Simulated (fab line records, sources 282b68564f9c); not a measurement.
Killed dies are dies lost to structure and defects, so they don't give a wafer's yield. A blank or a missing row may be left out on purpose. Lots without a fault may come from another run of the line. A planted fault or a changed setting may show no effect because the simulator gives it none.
Which tool did it? | flow rit_cmos | 6 lots, 18 wafers sampled, at 2 steps of a route of 202

WHAT THE GAUGES READ, wafer by wafer
RIT_SPACER_THK_MEAS_04.
lot  | measured    | on            | SPACER_NITRIDE_THK (nm)
L458 | day 3 12:28 | film_metro-01 | 253.3 253.0 252.7
L461 | day 3 23:31 | film_metro-03 | 250.5 254.3 251.1
L465 | day 4 21:55 | film_metro-03 | 356.5 359.6 356.6 356.8 359.4 356.4
L470 | day 5 23:52 | film_metro-04 | 245.5 247.1 247.6
L472 | day 6 07:09 | film_metro-01 | 250.7 251.9 250.5
L478 | day 7 10:37 | film_metro-03 | 247.0 247.0 247.4

WHICH TOOL RAN EACH LOT (tool, then ch and the chambers of the sampled wafers, then the start)
lot  | RIT_SPACER_CVD_03
L458 | lpcvd-02 ch 1, day 3 10:32
L461 | lpcvd-02 ch 0, day 3 21:35
L465 | lpcvd-01 ch 1, day 4 19:59
L470 | lpcvd-01 ch 0, day 5 21:56
L472 | lpcvd-01 ch 0, day 6 05:14
L478 | lpcvd-02 ch 1, day 7 08:42
- RIT_SPACER_CVD_03: deposits Si3N4 from SiH2Cl2/NH3, target thk 250 nm, time 3300 s.

THE ANSWER, worked out from the rows above alone
Rule: what is usual is taken from the lots themselves. Put in order of their means at a reading, lots are off if they are a third of the lots or fewer, leave a main group of 4 or more, and stand apart from it by a gap of 3 or more times the standard deviation of the main group's means; of several such gaps the widest counts. A main group whose means are all the same, to the digits that the tables above print for the reading, isn't used. A lot without any number at a reading at which 4 lots or more have one is off too. The other lots that the step has rows for count as sound.
Off: L465, at RIT_SPACER_THK_MEAS_04 (SPACER_NITRIDE_THK). The main group: mean 250.0 nm, standard deviation 2.6.
A tool fits if, at a process step before that reading, it ran every lot that is off, and no sound lot after the first of them. The gauges at RIT_SPACER_THK_MEAS_04 are tried like those tools. None of those tried fits.

WHAT THE SIMULATOR HAD PUT IN
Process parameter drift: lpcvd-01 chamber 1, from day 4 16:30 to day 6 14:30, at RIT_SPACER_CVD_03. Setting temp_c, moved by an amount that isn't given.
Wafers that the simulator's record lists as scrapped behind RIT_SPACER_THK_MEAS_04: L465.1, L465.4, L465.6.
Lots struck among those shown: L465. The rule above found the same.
